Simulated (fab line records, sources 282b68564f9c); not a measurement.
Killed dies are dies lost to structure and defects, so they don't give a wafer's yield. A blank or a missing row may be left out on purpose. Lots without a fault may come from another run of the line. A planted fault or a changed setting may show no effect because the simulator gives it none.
fab line records | flow rit_cmos
record lots=15 wafers=45 last_day=7
route steps=202 shown WELLDRIVE@50 NWELL@51 PWELL@52 M1@202
lots that met no fault: from a run of the same line without faults
start_h: hours from the record's first day to the start of the lot's first wafer shown | wait_h: hours since the lot's step before | " the same as in the row above | L1.1+2: a row that stands for several wafers | - no value, or no start given | * or withheld: withheld | < > ~ a bound
route shown NAME@n: a module of which the file shows steps, and the number in the route of the first | usual: mean/standard deviation of fault-free wafers | same: alike in all rows | chamber/n: place in a boat | sites: the reading at each site | _std_site: their standard deviation | _edge_site: outer sites' mean less inner sites' | radius_mm: how far each site lies from the wafer's centre | mask NAME#n: copy n | behind: the tool/chamber that last shaped the wafer | hold: why the lot was held/for how many hours/how that ended | device: the transistor (n, p or np) that didn't switch | end of line: the same wafers' tests at the end of the route | a step without rows: its recipe alone | killed: dies lost to structure and defects at the first sort, not the wafer's yield | map: a wafer's dies, x killed, . not, _ none there
set.NAME: the setting as run; set.NAME@STEP: as run at that earlier step | model.NAME: the simulator's own value behind a step, which no gauge read
steps of the route over a sample of lots; a table a step, a row a wafer
services: from which hour (start_h, from the record's first day; less than 0 if before it) a tool's chamber was out of use, for how many hours, and why
## steps
# step RIT_WELLDRIVE_ANNEAL_00
# recipe temp_c=1100 time_s=14700 ambient=N2
# usual spike_tc_centre_C=1102.7/1.2 spike_tc_load_C=1126/3.7 spike_tc_source_C=1128.5/2.3 tube_center_temp_C=1100/0.098 tube_center_temp_C_max=1102.8/0.49
# columns lot.wafer tool chamber start_h wait_h spike_tc_centre_C spike_tc_load_C spike_tc_source_C tube_center_temp_C tube_center_temp_C_max
L940.1 furnace-04 0 23.52 0.1 1100.9 1122 1131.8 1099.9 1103.2
L940.2 " 0 " " 1101.8 1119 1130.3 1099.9 1102.3
L940.5 " 0 " " 1102.2 1120 1130.7 1100 1103.0
L941.3 furnace-03 0 27.84 0.0 1102.8 1126 1127.3 1100 1102.5
L941.5 " 0 " " 1104.2 1125 1125.4 1099.9 1103.3
L941.6 " 0 " " 1102.6 1126 1123.5 1099.9 1103.2
L942.1 furnace-04 0 32.63 0.1 1102.5 1122 1129.2 1099.9 1103.0
L942.4 " 0 " " 1101.6 1121 1129.7 1100.2 1102.9
L942.6 " 0 " " 1100.8 1122 1130.2 1099.9 1102.2
L943.1 furnace-04 0 37.71 0.2 1101.0 1121 1128.8 1100 1102.9
L943.4 " 0 " " 1100.4 1121 1128.9 1100.2 1104.0
L943.5 " 0 " " 1101.5 1121 1130.0 1100 1103.4
L944.1 furnace-03 0 43.92 0.1 1104.0 1124 1125.0 1100.1 1102.4
L944.2 " 0 " " 1104.1 1125 1124.9 1100.1 1102.6
L944.6 " 0 " " 1101.2 1124 1124.7 1100.1 1102.9
L945.2 furnace-03 0 49.09 0.0 1104.7 1126 1125.2 1100.1 1102.7
L945.4 " 0 " " 1103.3 1126 1126.0 1100 1103.0
L945.5 " 0 " " 1104.0 1125 1125.0 1100 1102.0
L946.2 furnace-01 0 54.57 0.0 1101.1 1129 1129.3 1100 1102.5
L946.3 " 0 " " 1103.3 1132 1131.1 1099.9 1102.6
L946.6 " 0 " " 1104.5 1131 1129.5 1100 1102.8
L948.2 furnace-03 0 63.99 0.0 1118.9 1138 1140.9 1114.8 1117.4
L948.4 " 0 " " 1118.8 1141 1142.2 1114.9 1117.4
L948.5 " 0 " " 1118.5 1139 1141.6 1115.1 1118.0
L949.2 furnace-01 0 69.27 0.0 1102.8 1130 1129.7 1099.9 1101.7
L949.4 " 0 " " 1102.9 1131 1130.1 1100 1102.7
L949.5 " 0 " " 1103.8 1131 1127.8 1100.1 1102.7
L950.1 furnace-03 0 73.57 0.6 1118.1 1141 1140.6 1115 1117.8
L950.4 " 0 " " 1118.9 1142 1141.2 1114.8 1118.2
L950.6 " 0 " " 1118.7 1142 1140.9 1114.9 1118.0
L953.4 furnace-03 0 91.68 0.0 1119.1 1142 1139.4 1115 1118.3
L953.5 " 0 " " 1117.3 1141 1142.2 1115.2 1117.7
L953.6 " 0 " " 1117.8 1140 1140.9 1115 1117.8
L957.2 furnace-01 0 109.92 0.0 1103.0 1132 1128.7 1099.9 1103.7
L957.4 " 0 " " 1104.7 1131 1130.3 1099.9 1102.7
L957.6 " 0 " " 1104.3 1131 1128.0 1100.1 1103.8
L959.4 furnace-01 0 117.60 0.0 1103.8 1131 1127.6 1099.9 1102.5
L959.5 " 0 " " 1103.5 1131 1131.0 1100 1102.6
L959.6 " 0 " " 1103.3 1129 1129.7 1100.1 1103.2
L960.3 furnace-04 0 123.73 0.0 1102.2 1123 1128.8 1099.9 1102.2
L960.4 " 0 " " 1099.8 1123 1130.2 1099.9 1102.4
L960.5 " 0 " " 1100.3 1123 1131.9 1100 1102.9
L962.1 furnace-01 0 134.29 0.1 1102.7 1130 1130.3 1100.1 1102.7
L962.3 " 0 " " 1103.7 1129 1130.0 1100 1102.5
L962.5 " 0 " " 1102.5 1130 1130.2 1100 1104.0
# step RIT_WELLDRIVE_RS_MEAS_01
# recipe thk_meas_gauge=four-point-probe
# usual NWELL_RS=275.9/0.73
# columns lot.wafer tool chamber start_h wait_h NWELL_RS[ohm/sq]
L940.1 film_metro-03 - 28.61 0.0 276.0
L940.2 " - " " 276.5
L940.5 " - " " 276.3
L941.3 film_metro-02 - 32.96 0.0 276.1
L941.5 " - " " 276.4
L941.6 " - " " 276.4
L942.1 film_metro-02 - 37.71 0.0 276.7
L942.4 " - " " 277.2
L942.6 " - " " 275.7
L943.1 film_metro-03 - 42.79 0.0 276.0
L943.4 " - " " 276.2
L943.5 " - " " 275.8
L944.1 film_metro-03 - 49.01 0.0 276.9
L944.2 " - " " 276.2
L944.6 " - " " 277.0
L945.2 film_metro-03 - 54.19 0.0 276.2
L945.4 " - " " 276.4
L945.5 " - " " 276.3
L946.2 film_metro-03 - 59.67 0.0 276.3
L946.3 " - " " 275.6
L946.6 " - " " 276.3
L948.2 film_metro-04 - 69.09 0.0 258.3
L948.4 " - " " 258.2
L948.5 " - " " 258.5
L949.2 film_metro-03 - 74.37 0.0 275.1
L949.4 " - " " 274.9
L949.5 " - " " 275.1
L950.1 film_metro-03 - 78.66 0.0 260.0
L950.4 " - " " 259.7
L950.6 " - " " 260.1
L953.4 film_metro-03 - 96.83 0.1 260.4
L953.5 " - " " 259.7
L953.6 " - " " 259.6
L957.2 film_metro-03 - 115.02 0.0 276.1
L957.4 " - " " 277.2
L957.6 " - " " 276.7
L959.4 film_metro-02 - 122.74 0.1 275.8
L959.5 " - " " 275.0
L959.6 " - " " 275.9
L960.3 film_metro-04 - 128.85 0.0 275.8
L960.4 " - " " 276.5
L960.5 " - " " 276.4
L962.1 film_metro-03 - 139.37 0.0 277.4
L962.3 " - " " 275.6
L962.5 " - " " 276.5
# step RIT_WELLDRIVE_RS_MEAS_02
# recipe thk_meas_gauge=four-point-probe
# usual PWELL_RS=429.8/1.3
# columns lot.wafer tool chamber start_h wait_h PWELL_RS[ohm/sq]
L940.1 film_metro-03 - 28.73 0.1 428.1
L940.2 " - " " 430.4
L940.5 " - " " 428.9
L941.3 film_metro-02 - 33.08 0.1 431.7
L941.5 " - " " 430.8
L941.6 " - " " 431.4
L942.1 film_metro-02 - 37.83 0.1 429.6
L942.4 " - " " 430.4
L942.6 " - " " 429.9
L943.1 film_metro-03 - 42.91 0.1 428.5
L943.4 " - " " 428.9
L943.5 " - " " 430.4
L944.1 film_metro-03 - 49.13 0.1 429.1
L944.2 " - " " 430.3
L944.6 " - " " 429.2
L945.2 film_metro-03 - 54.31 0.1 428.4
L945.4 " - " " 428.8
L945.5 " - " " 427.7
L946.2 film_metro-03 - 59.79 0.1 431.7
L946.3 " - " " 432.6
L946.6 " - " " 430.7
L948.2 film_metro-04 - 69.21 0.1 410.7
L948.4 " - " " 410.0
L948.5 " - " " 411.6
L949.2 film_metro-03 - 74.49 0.1 429.7
L949.4 " - " " 430.1
L949.5 " - " " 431.0
L950.1 film_metro-03 - 78.78 0.1 412.3
L950.4 " - " " 412.5
L950.6 " - " " 412.3
L953.4 film_metro-03 - 96.95 0.1 411.4
L953.5 " - " " 411.8
L953.6 " - " " 411.2
L957.2 film_metro-03 - 115.14 0.1 430.4
L957.4 " - " " 429.6
L957.6 " - " " 430.4
L959.4 film_metro-02 - 122.86 0.1 429.1
L959.5 " - " " 429.2
L959.6 " - " " 428.6
L960.3 film_metro-04 - 128.97 0.1 430.0
L960.4 " - " " 429.9
L960.5 " - " " 430.2
L962.1 film_metro-03 - 139.49 0.1 431.3
L962.3 " - " " 430.4
L962.5 " - " " 431.9
# step RIT_M1_PROBE_99
# usual killed_at_M0_to_M3=0.0/0.12 killed_at_contacts=0.1/0.27 killed_at_front_end=7/3.1 killed_dies=7/3.1 killed_open=3.6/2.3 killed_short=3.2/2
# same gross_dies=264 killed_at_M4_up=0 killed_at_back_side=0 killed_at_other=0
# columns lot.wafer tool chamber start_h wait_h killed_at_M0_to_M3 killed_at_contacts killed_at_front_end killed_dies killed_open killed_short
L946.2 prober-01 - 89.05 0.1 0 0 9 9 7 2
L946.3 prober-01 - 89.10 0.2 0 0 11 11 4 7
L946.6 prober-01 - 89.25 0.2 0 0 7 7 1 6
L948.2 prober-01 - 100.52 0.1 0 0 7 7 5 2
L948.4 prober-01 - 100.62 0.2 0 0 6 6 2 4
L948.5 prober-01 - 100.67 0.2 0 0 4 4 3 1
L950.1 prober-01 - 106.95 0.1 0 0 7 7 2 5
L950.4 prober-01 - 107.10 0.2 0 0 2 2 1 1
L950.6 prober-01 - 107.20 0.2 0 0 9 9 6 3
L953.4 prober-02 - 127.35 0.2 0 0 8 8 3 5
L953.5 prober-02 - 127.40 0.2 0 0 5 5 2 2
L953.6 prober-02 - 127.45 0.2 0 1 3 4 3 1
L959.4 prober-02 - 151.56 0.2 0 0 8 8 5 2
L959.5 prober-02 - 151.61 0.2 0 0 10 10 7 3
L959.6 prober-02 - 151.66 0.2 0 0 6 6 2 4
L962.1 prober-01 - 168.49 0.1 0 0 2 2 1 1
L962.3 prober-01 - 168.59 0.2 0 0 13 13 9 4
L962.5 prober-01 - 168.69 0.2 0 0 9 9 6 3
# killed by level:class
L946.2 FOX1:geometric_particle:open=2 GATE:geometric_particle:open=2 FOX2:geometric_particle:open=1 GATE:geometric_particle:short=1 SPACER:geometric_particle:open=1 SILICIDE:geometric_particle:short=1 SILICIDE:geometric_particle:open=1
L946.3 GATE:geometric_particle:short=4 REOX:geometric_particle:open=2 SILICIDE:geometric_particle:short=2 GATE:geometric_particle:open=1 REOX:geometric_particle:short=1 SPACER:geometric_particle:open=1
L946.6 FOX1:geometric_particle:short=3 GATE:geometric_particle:short=2 FOX2:geometric_particle:open=1 FOX2:geometric_particle:short=1
L948.2 GATE:geometric_particle:open=2 GATE:geometric_particle:short=2 FOX2:geometric_particle:open=1 REOX:geometric_particle:open=1 SPACER:geometric_particle:open=1
L948.4 SPACER:geometric_particle:short=3 FOX1:geometric_particle:open=1 GATE:geometric_particle:open=1 GATE:geometric_particle:short=1
L948.5 FOX2:geometric_particle:open=1 GATE:geometric_particle:open=1 GATE:geometric_particle:short=1 SPACER:geometric_particle:open=1
L950.1 GATE:geometric_particle:short=5 GATE:geometric_particle:open=1 REOX:geometric_particle:open=1
L950.4 SPACER:geometric_particle:open=1 SILICIDE:geometric_particle:short=1
L950.6 SPACER:geometric_particle:open=3 GATE:geometric_particle:short=2 FOX1:geometric_particle:open=1 FOX2:geometric_particle:short=1 GATE:geometric_particle:open=1 REOX:geometric_particle:open=1
L953.4 REOX:geometric_particle:open=2 REOX:geometric_particle:short=2 SPACER:geometric_particle:short=2 FOX2:geometric_particle:open=1 GATE:geometric_particle:short=1
L953.5 FOX1:geometric_particle:open=1 GATE:geometric_particle:short=1 GATE:geometric_particle:open=1 REOX:geometric_particle:short=1 PRETRO:coat_microbubble_printed=1
L953.6 REOX:geometric_particle:short=1 REOX:geometric_particle:open=1 SPACER:geometric_particle:open=1 CONTACT:geometric_particle:open=1
L959.4 FOX1:geometric_particle:short=2 GATE:geometric_particle:open=2 FOX1:geometric_particle:open=1 FOX2:geometric_particle:open=1 SPACER:geometric_particle:open=1 PRETRO:coat_microbubble_printed=1
L959.5 GATE:geometric_particle:open=2 REOX:geometric_particle:open=2 FOX1:geometric_particle:short=1 FOX1:geometric_particle:open=1 FOX2:geometric_particle:short=1 FOX2:geometric_particle:open=1 GATE:geometric_particle:short=1 SPACER:geometric_particle:open=1
L959.6 SILICIDE:geometric_particle:short=2 FOX1:geometric_particle:short=1 FOX2:geometric_particle:open=1 REOX:geometric_particle:open=1 REOX:geometric_particle:short=1
L962.1 SILICIDE:geometric_particle:open=1 SILICIDE:geometric_particle:short=1
L962.3 FOX1:geometric_particle:open=4 GATE:geometric_particle:open=2 GATE:geometric_particle:short=2 FOX1:geometric_particle:short=1 FOX2:geometric_particle:open=1 REOX:geometric_particle:open=1 REOX:geometric_particle:short=1 SILICIDE:geometric_particle:open=1
L962.5 GATE:geometric_particle:open=4 REOX:geometric_particle:short=2 FOX1:geometric_particle:open=1 FOX2:geometric_particle:short=1 SILICIDE:geometric_particle:open=1
## services
# columns tool chamber start_h hours kind
furnace-01 - 8.21 3.5 pm
furnace-04 - 45.34 2.8 pm
furnace-04 - 55.98 3.2 pm
furnace-03 - 100.39 4.7 pm
## key
first_sign step=RIT_WELLDRIVE_ANNEAL_00 reading=tube_center_temp_C direction=up sigmas=99+ usual=* struck=*
effect step=RIT_WELLDRIVE_ANNEAL_00 reading=tube_center_temp_C_max direction=up sigmas=31 usual=* struck=*
effect step=RIT_WELLDRIVE_RS_MEAS_01 reading=NWELL_RS direction=down sigmas=23 usual=275.9 struck=259.4
effect step=RIT_WELLDRIVE_RS_MEAS_02 reading=PWELL_RS direction=down sigmas=14 usual=429.8 struck=411.5
met_at RIT_WELLDRIVE_ANNEAL_00
struck_lots L948,L950,L953
tester_left_out L948,L950,L953
fault kind=process_parameter_drift tool=furnace-03 chamber=- onset_h=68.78 steps=RIT_WELLDRIVE_ANNEAL_00 channel=temp_c offset=* shape=step end_h=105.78 acts_in=* stated=*
# tester_left_out: of these lots the tester's yield and bins aren't shown, on N5 and GAA mostly nor the transistor test; their killed dies are dies lost to structure and defects alone, not to doping, threshold or leakage, so they don't give the yield
